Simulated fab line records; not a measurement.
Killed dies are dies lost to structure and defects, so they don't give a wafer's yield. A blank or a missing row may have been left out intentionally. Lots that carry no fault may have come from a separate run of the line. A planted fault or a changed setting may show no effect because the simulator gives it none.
Code-filled problem report in 8D (eight disciplines) form :: flow berkeleyCmos170 :: the parts of the form that need people (team, actions taken, sign-off) are left out

1. PROBLEM STATEMENT
Across 6 wafers from 2 lots, ACTIVE_NITRIDE_THK at UCB170_ACTIVE_THK_MEAS_06 averages 275.1 nm, while fault-free wafers read 220.8 nm with a standard deviation of 1.8. That is +30 standard deviations from the usual mean.
Earliest sighting: wafer L359.2 on filmMetro-04 at day 6 07:58. The record holds 42 wafers of 14 lots with a number at this step. Rule for "out", or "out of limits": more than 4 standard deviations from the usual mean. Any other wafer with a number is counted as sound.

2. WHAT IT IS, AND WHAT IT ISN'T
question: which readings at this step
is: ACTIVE_NITRIDE_THK
is not: -

question: which lots
is: L358, L359
is not: L348, L350, L351, L353, L354, L355, L356, L357, L360, L361, L362, L367

question: which wafers of those lots
is: all that have a number
is not: -

question: read on which gauges
is: filmMetro-02, filmMetro-04
is not: -

question: when
is: from day 6 07:58
is not: up to then (24 sound wafers); but 12 sound wafers of L360, L361, L362, L367 came after

3. SUSPECTS, AND WHAT RULES EACH OUT
Counting: a tool stays on the suspect list if, at a process step up to the reading, it processed all lots that are out and no sound lot following the first of them.
- ruled out: the gauge at UCB170_ACTIVE_THK_MEAS_06. 2 gauges (filmMetro-02, filmMetro-04) read the wafers that are out.
- lpcvd-02 at UCB170_ACTIVE_CVD_05 (deposits Si3N4 from SiH2Cl2/NH3, target thk 220 nm, time 3300 s): kept. Every lot that is out went through it, starting with L358 (day 6 06:02), and after that it ran no sound lot; the last sound lot it ran before then is L355 (day 5 19:45).
Remaining after the count: lpcvd-02 at UCB170_ACTIVE_CVD_05.

4. THE CAUSE (what the simulator had put in)
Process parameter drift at UCB170_ACTIVE_CVD_05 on lpcvd-02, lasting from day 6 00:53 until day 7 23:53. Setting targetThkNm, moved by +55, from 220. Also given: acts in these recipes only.
Only this tool survived the counting.

5. SEQUENCE OF EFFECTS, ordered by route
Each row: a reading where the mean over the struck wafers with a number is more than 3 standard deviations away from the usual. Scope: only readings with a usual standard deviation given in the record; hours: median across lots of the time from each lot's start at the first step in this table that gives one to its start at this step; sigmas: change in usual standard deviations.
hours: 0
step: UCB170_ACTIVE_THK_MEAS_06
reading: ACTIVE_NITRIDE_THK
usual: 220.8 nm
on struck wafers: 275.1
change: +54.3
sigmas: +30

6. HOW IT WOULD HAVE BEEN CAUGHT EARLIER
Counted from the fault's start at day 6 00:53, it took 7 hours until the first out-of-limits reading at a measuring or inspecting step in this record, taken at day 6 07:58.
The start of UCB170_ACTIVE_CVD_05 on lpcvd-02 came by day 6 07:58 for every one of the lots that are out (2). None of them would have been spared by holding the tool at that moment.
